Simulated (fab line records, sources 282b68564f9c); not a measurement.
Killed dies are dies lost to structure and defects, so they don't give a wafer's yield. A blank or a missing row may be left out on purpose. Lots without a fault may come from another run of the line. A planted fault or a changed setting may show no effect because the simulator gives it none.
Tool commonality check | flow rit_cmos | 14 lots, 42 wafers sampled

WHY IT WAS OPENED
At RIT_PLDD_TW_MEAS_10 the reading PLDD_TW is flagged on 2 of 14 lots. Wafers without a fault read 2353, standard deviation 15.
Rule: a lot is flagged when every wafer of it that has a number lies more than 4 standard deviations from that mean, or none has a number. The other lots count as sound.

lot  | measured    | on            | PLDD_TW, wafer by wafer | flag
L165 | day 2 20:41 | film_metro-03 | 2331 2341 2362          |
L166 | day 3 00:52 | film_metro-01 | 2373 2384 2369          |
L167 | day 3 07:32 | film_metro-03 | 2334 2339 2340          |
L168 | day 3 11:47 | film_metro-01 | 2371 2377 2390          |
L169 | day 3 16:09 | film_metro-04 | 2339 2331 2337          |
L170 | day 3 20:52 | film_metro-03 | 2334 2328 2339          |
L171 | day 4 04:04 | film_metro-01 | 2354 2366 2379          |
L172 | day 4 08:01 | film_metro-01 | 2367 2371 2372          |
L173 | day 4 13:01 | film_metro-01 | 2360 2358 2373          |
L174 | day 4 15:50 | film_metro-04 | 2353 2343 2334          |
L175 | day 4 21:10 | film_metro-04 | 2345 2344 2343          |
L176 | day 5 03:18 | film_metro-03 | 2334 2340 2339          |
L183 | day 6 14:00 | film_metro-01 | 1689 1674 1678          | FLAGGED
L185 | day 7 02:36 | film_metro-01 | 1685 1681 1685          | FLAGGED
The numbers of the flagged lots are 1682 on average: -671 against the usual, or -45 standard deviations.

WHICH TOOL RAN EACH LOT
The record holds 3 process steps before the reading, out of a route of 202 steps. In each cell: the tool, then ch and the chambers that the sampled wafers went through, then the start.
lot  | flag    | RIT_PRETRO_STRIP_09                 | RIT_GATE_STRIP_20                   | RIT_PLDD_IMPLANT_08
L165 |         | plasma_asher-01 ch 0,1, day 2 09:10 | plasma_asher-03 ch 0,1, day 2 14:20 | implanter-02 ch 0, day 2 20:22
L166 |         | plasma_asher-01 ch 0, day 2 13:16   | plasma_asher-04 ch 0,1, day 2 18:26 | implanter-04 ch 0, day 3 00:33
L167 |         | plasma_asher-02 ch 0,1, day 2 17:04 | plasma_asher-04 ch 0,1, day 3 01:13 | implanter-04 ch 0, day 3 07:14
L168 |         | plasma_asher-02 ch 0,1, day 2 22:11 | plasma_asher-04 ch 0,1, day 3 05:36 | implanter-02 ch 0, day 3 11:27
L169 |         | plasma_asher-04 ch 0,1, day 3 04:22 | plasma_asher-01 ch 0, day 3 09:58   | implanter-02 ch 0, day 3 15:49
L170 |         | plasma_asher-04 ch 0,1, day 3 09:31 | plasma_asher-01 ch 0,1, day 3 14:47 | implanter-02 ch 0, day 3 20:33
L171 |         | plasma_asher-01 ch 0, day 3 15:44   | plasma_asher-04 ch 0, day 3 21:46   | implanter-04 ch 0, day 4 03:45
L172 |         | plasma_asher-02 ch 0,1, day 3 19:50 | plasma_asher-01 ch 0,1, day 4 01:50 | implanter-01 ch 0, day 4 07:41
L173 |         | plasma_asher-01 ch 0,1, day 3 23:44 | plasma_asher-04 ch 0,1, day 4 06:25 | implanter-02 ch 0, day 4 12:41
L174 |         | plasma_asher-04 ch 0,1, day 4 04:27 | plasma_asher-01 ch 0,1, day 4 09:37 | implanter-02 ch 0, day 4 15:31
L175 |         | plasma_asher-04 ch 0,1, day 4 09:35 | plasma_asher-04 ch 0,1, day 4 14:44 | implanter-02 ch 0, day 4 20:50
L176 |         | plasma_asher-02 ch 0,1, day 4 15:31 | plasma_asher-03 ch 0,1, day 4 20:50 | implanter-02 ch 0, day 5 03:01
L183 | FLAGGED | plasma_asher-04 ch 0,1, day 6 02:03 | plasma_asher-01 ch 0,1, day 6 07:55 | implanter-04 ch 0, day 6 13:41
L185 | FLAGGED | plasma_asher-02 ch 0,1, day 6 10:47 | plasma_asher-01 ch 0,1, day 6 20:18 | implanter-04 ch 0, day 7 02:17
What these steps do:
- RIT_PRETRO_STRIP_09: strips in O2, time 180 s.
- RIT_GATE_STRIP_20: strips in O2, time 180 s.
- RIT_PLDD_IMPLANT_08
- RIT_PLDD_TW_MEAS_10

FLAGGED OVER TOTAL, TOOL BY TOOL (the gauges that took the reading come last)
step                | tool            | lots run | flagged | share of the flagged lots | sound lots run after its first flagged lot
RIT_PRETRO_STRIP_09 | plasma_asher-01 | 4        | 0       | none                      | -
RIT_PRETRO_STRIP_09 | plasma_asher-02 | 5        | 1       | some                      | 0
RIT_PRETRO_STRIP_09 | plasma_asher-04 | 5        | 1       | some                      | 0
RIT_GATE_STRIP_20   | plasma_asher-01 | 6        | 2       | all                       | 0
RIT_GATE_STRIP_20   | plasma_asher-03 | 2        | 0       | none                      | -
RIT_GATE_STRIP_20   | plasma_asher-04 | 6        | 0       | none                      | -
RIT_PLDD_IMPLANT_08 | implanter-01    | 1        | 0       | none                      | -
RIT_PLDD_IMPLANT_08 | implanter-02    | 8        | 0       | none                      | -
RIT_PLDD_IMPLANT_08 | implanter-04    | 5        | 2       | all                       | 0
RIT_PLDD_TW_MEAS_10 | film_metro-01   | 7        | 2       | all                       | 0
RIT_PLDD_TW_MEAS_10 | film_metro-03   | 4        | 0       | none                      | -
RIT_PLDD_TW_MEAS_10 | film_metro-04   | 3        | 0       | none                      | -

WHAT THE TABLE ALLOWS
3 rows of the table ran every flagged lot: plasma_asher-01 at RIT_GATE_STRIP_20, implanter-04 at RIT_PLDD_IMPLANT_08, film_metro-01 at RIT_PLDD_TW_MEAS_10.
- plasma_asher-01 at RIT_GATE_STRIP_20: 2 of its 6 lots flagged. Its last sound lot is L174 (day 4 09:37), its first flagged lot L183 (day 6 07:55): a fault that began between those two fits.
- implanter-04 at RIT_PLDD_IMPLANT_08: 2 of its 5 lots flagged. Its last sound lot is L171 (day 4 03:45), its first flagged lot L183 (day 6 13:41): a fault that began between those two fits. Its own readings lie more than 4 standard deviations out on every wafer of the flagged lots: dose_ions_cm2, faraday_current_uA.
- film_metro-01 at RIT_PLDD_TW_MEAS_10: 2 of its 7 lots flagged. Its last sound lot is L173 (day 4 13:01), its first flagged lot L183 (day 6 14:00): a fault that began between those two fits.
Counting lots can't tell these 3 tools apart, because each fits a fault that began at some hour. More lots, or a look at what each step does to the wafer, might.

WHAT THE SIMULATOR HAD PUT IN
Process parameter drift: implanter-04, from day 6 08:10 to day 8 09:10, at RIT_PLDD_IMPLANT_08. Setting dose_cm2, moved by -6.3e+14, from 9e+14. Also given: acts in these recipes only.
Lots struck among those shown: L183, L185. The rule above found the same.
